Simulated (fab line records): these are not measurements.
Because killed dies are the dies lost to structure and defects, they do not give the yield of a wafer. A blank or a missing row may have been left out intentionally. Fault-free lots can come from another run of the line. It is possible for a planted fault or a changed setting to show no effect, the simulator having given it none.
The same fault as seen by 2 desks | flow rit_cmos | numbers are kept per desk, each desk with only its own; the story behind them comes last

== AT THE METROLOGY DESK ==
Means of the sampled wafers that have a number, per lot and without regard to the tool the lot ran on: this is what the gauges read. Marked OUT: a lot whose mean sits more than 4 standard deviations from the usual mean, which makes it out of limits; the brackets give that distance.
Columns: A = NLDD_OVL at RIT_NLDD_OVL_MEAS_06, usual 0.2 nm; B = cd_nm at RIT_M1_CD_MEAS_90, usual 2599 nm
lot  | first seen here | A    | B
L373 | day 2 22:44     | 0.5  | 2602
L374 | day 3 06:24     | 0.3  | 2598
L375 | day 3 10:07     | -2.6 | 2601
L376 | day 3 15:15     | -2.2 | 2600
L378 | day 4 02:29     | -1.2 | 2593
L383 | day 5 08:31     | -1.7 | 2603
L384 | day 5 08:49     | 0.7  | 2598
L386 | day 5 21:58     | 0.6  | 2598
L387 | day 5 22:15     | -0.5 | 2599
L389 | day 6 12:38     | 1.7  | 2597
L390 | day 6 16:07     | -1.7 | 2600
L391 | day 6 18:38     | -0.0 | 2597
L394 | day 7 10:18     | -1.6 | 2603
L395 | day 7 15:36     | 2.9  | 2600
This desk found nothing out of limits on any of the 14 lots.

== AT THE TOOL OWNER'S DESK: wet_bench-04 ==
The tool's own readings at RIT_CONTACT_CLEAN_13 (cleans in SC1, time 600 s): means of the sampled wafers that have a number, for each lot that ran on this tool. Marked OUT: a lot whose mean sits more than 4 standard deviations from the usual mean, which makes it out of limits; the brackets give that distance.
Columns: A = bath_guard_temp_C at RIT_CONTACT_CLEAN_13, usual 74.2 C
lot  | first seen here | A
L374 | day 3 17:51     | 74.8
L383 | day 5 19:25     | 73.7
L384 | day 5 22:05     | 73.4
L389 | day 6 23:30     | 74.6
L391 | day 7 05:38     | 74.6
This desk found nothing out of limits on any of the 5 lots.

== PUT TOGETHER ==
At the metrology desk, nothing out of limits was observed.
The tool owner's desk saw nothing out of limits.

== WHAT THE SIMULATOR HAD INSERTED ==
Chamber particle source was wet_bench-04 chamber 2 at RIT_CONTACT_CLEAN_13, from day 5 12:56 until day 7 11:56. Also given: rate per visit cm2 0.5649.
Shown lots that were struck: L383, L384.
